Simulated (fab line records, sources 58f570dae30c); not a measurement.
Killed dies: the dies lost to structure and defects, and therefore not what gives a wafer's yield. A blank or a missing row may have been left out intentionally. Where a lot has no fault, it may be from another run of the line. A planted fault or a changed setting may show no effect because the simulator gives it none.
Which tool is to blame? + flow berkeley-cmos170 + 14 lots, 42 wafers sampled, at 5 steps of a route of 331

== WHAT EACH GAUGE READ, for each wafer ==
UCB170_PWELL_TW_MEAS_17. Usual: for PWELL_TW the level is 376.4 and the standard deviation is 2.1.
| lot  | measured    | on            | PWELL_TW          | flag |
|------|-------------|---------------|-------------------|------|
| L920 | day 3 10:49 | film-metro-02 | 378.0 374.9 377.0 |      |
| L919 | day 3 11:07 | film-metro-04 | 378.6 381.3 378.4 |      |
| L922 | day 3 19:52 | film-metro-03 | 376.7 375.4 376.8 |      |
| L925 | day 4 23:24 | film-metro-03 | 374.2 375.3 373.7 |      |
| L926 | day 5 05:53 | film-metro-02 | 377.4 375.1 375.3 |      |
| L927 | day 5 06:10 | film-metro-04 | 378.4 380.3 379.0 |      |
| L928 | day 5 06:26 | film-metro-02 | 378.1 376.2 375.3 |      |
| L929 | day 5 14:48 | film-metro-04 | 379.2 377.8 376.5 |      |
| L930 | day 5 15:01 | film-metro-02 | 376.3 376.0 377.3 |      |
| L935 | day 6 20:09 | film-metro-02 | 376.0 374.4 374.5 |      |
| L939 | day 7 15:23 | film-metro-03 | 374.9 373.9 373.3 |      |
| L941 | day 7 23:03 | film-metro-02 | 377.6 373.6 376.7 |      |
| L940 | day 7 23:04 | film-metro-03 | 377.1 374.7 375.8 |      |
| L942 | day 8 06:20 | film-metro-04 | 375.4 379.1 378.7 |      |

UCB170_PFIELD_TW_MEAS_09. Usual: for PFIELD_TW the level is 593 and the standard deviation is 4.1.
| lot  | measured     | on            | PFIELD_TW   | flag |
|------|--------------|---------------|-------------|------|
| L920 | day 5 03:49  | film-metro-01 | 587 592 591 |      |
| L919 | day 5 03:32  | film-metro-03 | 594 592 595 |      |
| L922 | day 5 12:25  | film-metro-04 | 601 603 599 |      |
| L925 | day 6 17:34  | film-metro-01 | 590 589 585 |      |
| L926 | day 7 00:50  | film-metro-03 | 593 596 597 |      |
| L927 | day 7 01:05  | film-metro-04 | 603 603 606 |      |
| L928 | day 7 00:53  | film-metro-01 | 593 593 588 |      |
| L929 | day 7 09:19  | film-metro-03 | 593 594 595 |      |
| L930 | day 7 09:02  | film-metro-01 | 588 588 588 |      |
| L935 | day 8 08:32  | film-metro-03 | 591 592 593 |      |
| L939 | day 9 05:47  | film-metro-03 | 687 686 689 | OFF  |
| L941 | day 9 15:18  | film-metro-03 | 594 591 593 |      |
| L940 | day 9 15:17  | film-metro-04 | 696 693 691 | OFF  |
| L942 | day 10 03:45 | film-metro-03 | 594 591 595 |      |

UCB170_NVT_OVL_MEAS_06. Usual: for NVT_OVL the level is -4 nm and the standard deviation is 5.5.
| lot  | measured     | on         | NVT_OVL (nm) | flag |
|------|--------------|------------|--------------|------|
| L920 | day 6 16:32  | overlay-02 | -3 -4 -12    |      |
| L919 | day 6 17:52  | overlay-02 | -11 -8 -3    |      |
| L922 | day 7 01:10  | overlay-01 | 10 1 -1      |      |
| L925 | day 8 06:30  | overlay-02 | 0 5 0        |      |
| L926 | day 8 13:26  | overlay-02 | -7 0 -4      |      |
| L927 | day 8 13:18  | overlay-01 | -12 -13 -7   |      |
| L928 | day 8 13:11  | overlay-02 | 3 -3 -5      |      |
| L929 | day 8 20:50  | overlay-02 | -9 -9 -4     |      |
| L930 | day 8 21:04  | overlay-01 | 4 7 -4       |      |
| L935 | day 9 23:28  | overlay-02 | -1 -3 -8     |      |
| L939 | day 11 00:02 | overlay-01 | 6 10 5       |      |
| L941 | day 11 07:02 | overlay-01 | -9 -1 -3     |      |
| L940 | day 11 07:19 | overlay-02 | 3 -2 0       |      |
| L942 | day 11 18:33 | overlay-02 | -9 -5 -5     |      |

== WHICH TOOL RAN EACH LOT (tool, then ch and the chambers of the sampled wafers, then the start) ==
| lot  | UCB170_PWELL_STRIP_16               | UCB170_PFIELD_IMPLANT_07        |
|------|-------------------------------------|---------------------------------|
| L920 | plasma-asher-01 ch 0,1, day 3 10:43 | implanter-03 ch 0, day 5 03:35  |
| L919 | plasma-asher-03 ch 0,1, day 3 11:01 | implanter-01 ch 0, day 5 03:17  |
| L922 | plasma-asher-02 ch 0,1, day 3 19:46 | implanter-02 ch 0, day 5 12:10  |
| L925 | plasma-asher-02 ch 0,1, day 4 23:18 | implanter-01 ch 0, day 6 17:22  |
| L926 | plasma-asher-02 ch 0,1, day 5 05:48 | implanter-02 ch 0, day 7 00:37  |
| L927 | plasma-asher-02 ch 0,1, day 5 06:04 | implanter-01 ch 0, day 7 00:50  |
| L928 | plasma-asher-02 ch 0,1, day 5 06:20 | implanter-03 ch 0, day 7 00:38  |
| L929 | plasma-asher-01 ch 0,1, day 5 14:42 | implanter-03 ch 0, day 7 09:04  |
| L930 | plasma-asher-02 ch 0,1, day 5 14:55 | implanter-01 ch 0, day 7 08:47  |
| L935 | plasma-asher-01 ch 0,1, day 6 20:02 | implanter-01 ch 0, day 8 08:18  |
| L939 | plasma-asher-01 ch 0,1, day 7 15:17 | implanter-03 ch 0, day 9 05:32  |
| L941 | plasma-asher-03 ch 0,1, day 7 22:58 | implanter-01 ch 0, day 9 15:03  |
| L940 | plasma-asher-02 ch 0,1, day 7 22:58 | implanter-03 ch 0, day 9 15:04  |
| L942 | plasma-asher-03 ch 0,1, day 8 06:14 | implanter-01 ch 0, day 10 03:30 |
- UCB170_PWELL_STRIP_16: strips in O2.
- UCB170_PFIELD_IMPLANT_07

== WHAT THE TOOLS THEMSELVES READ (means of the sampled wafers that have a number; where no wafer has one, the mark that the record gives instead) ==
UCB170_PWELL_STRIP_16. Usual: drypump-motor-current-A 5.6 A, standard deviation 0.3; oes-product-au 0.721 a.u., standard deviation 0.0045; strip-time-to-endpoint-s 17.95 s, standard deviation 0.099.
| lot  | tool            | drypump-motor-current-A (A) | oes-product-au (a.u.) | strip-time-to-endpoint-s (s) | flag |
|------|-----------------|-----------------------------|-----------------------|------------------------------|------|
| L920 | plasma-asher-01 | 5.6                         | 0.724                 | 17.89                        |      |
| L919 | plasma-asher-03 | 5.3                         | 0.723                 | 18.05                        |      |
| L922 | plasma-asher-02 | 5.7                         | 0.722                 | 17.95                        |      |
| L925 | plasma-asher-02 | 5.4                         | 0.722                 | 18.10                        |      |
| L926 | plasma-asher-02 | 5.7                         | 0.721                 | 17.96                        |      |
| L927 | plasma-asher-02 | 5.5                         | 0.720                 | 18.03                        |      |
| L928 | plasma-asher-02 | 5.5                         | 0.724                 | 17.98                        |      |
| L929 | plasma-asher-01 | 5.8                         | 0.720                 | 17.86                        |      |
| L930 | plasma-asher-02 | 5.7                         | 0.723                 | 17.84                        |      |
| L935 | plasma-asher-01 | 5.8                         | 0.722                 | 17.98                        |      |
| L939 | plasma-asher-01 | 5.9                         | 0.718                 | 17.96                        |      |
| L941 | plasma-asher-03 | 5.4                         | 0.716                 | 18.02                        |      |
| L940 | plasma-asher-02 | 5.5                         | 0.721                 | 18.05                        |      |
| L942 | plasma-asher-03 | 5.5                         | 0.720                 | 17.98                        |      |

UCB170_PFIELD_IMPLANT_07. Usual: dose-ions-cm2 2.0001e+13, standard deviation 2e+10; faraday-current-uA 63.4, standard deviation 1.3.
| lot  | tool         | dose-ions-cm2 | faraday-current-uA | flag |
|------|--------------|---------------|--------------------|------|
| L920 | implanter-03 | 1.9981e+13    | 63.8               |      |
| L919 | implanter-01 | 1.9975e+13    | 62.2               |      |
| L922 | implanter-02 | 2.0010e+13    | 62.2               |      |
| L925 | implanter-01 | 1.9992e+13    | 63.5               |      |
| L926 | implanter-02 | 2.0008e+13    | 63.4               |      |
| L927 | implanter-01 | 1.9986e+13    | 65.0               |      |
| L928 | implanter-03 | 2.0033e+13    | 63.1               |      |
| L929 | implanter-03 | 1.9983e+13    | 63.3               |      |
| L930 | implanter-01 | 2.0014e+13    | 62.9               |      |
| L935 | implanter-01 | 1.9986e+13    | 62.8               |      |
| L939 | implanter-03 | 3.2010e+13    | 100.7              | OFF  |
| L941 | implanter-01 | 2.0013e+13    | 62.9               |      |
| L940 | implanter-03 | 3.2015e+13    | 99.9               | OFF  |
| L942 | implanter-01 | 2.0006e+13    | 65.7               |      |

== THE ANSWER, worked out from the rows above alone ==
Rule: a lot is off if the mean of its wafers that have a number lies more than 3 standard deviations from the usual mean. A lot without any number at a reading at which 4 lots or more have one is off too. Where the step has rows for the other lots, those lots are counted as sound. Order of review: gauges by route order, followed by the tools' own readings, for which a lot's mean as printed above is used. At the first step where some lot is off, the reading lying furthest off is the one used; lots without a number count as furthest.
Off: L939, L940, seen at UCB170_PFIELD_TW_MEAS_09 (PFIELD_TW).
A tool fits if, at a process step before that reading, it ran every lot that is off, and no sound lot after the first of them. Not tried: the gauges at UCB170_PFIELD_TW_MEAS_09; whatever is off there is also off at UCB170_PFIELD_IMPLANT_07, on other tools, and gauge error can't account for it. One fits: UCB170_PFIELD_IMPLANT_07 on implanter-03. A fault onset in the window from L929 (day 7 09:04, its last sound lot) to L939 (day 9 05:32, its first lot off) fits.
The tool's own readings at UCB170_PFIELD_IMPLANT_07 bear it out: on the lots that are off they differ by more than 5 times the standard deviation of the sound lots' means. dose-ions-cm2 reads 3.2012e+13 there against 1.9999e+13 on the sound lots; faraday-current-uA reads 100.3 there against 63.4 on the sound lots.

== WHAT THE SIMULATOR HAD PUT IN ==
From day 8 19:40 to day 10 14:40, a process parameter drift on implanter-03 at UCB170_PFIELD_IMPLANT_07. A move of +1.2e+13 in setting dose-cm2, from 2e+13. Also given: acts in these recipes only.
Lots struck among those shown: L939, L940. This agrees with what the rule above found.
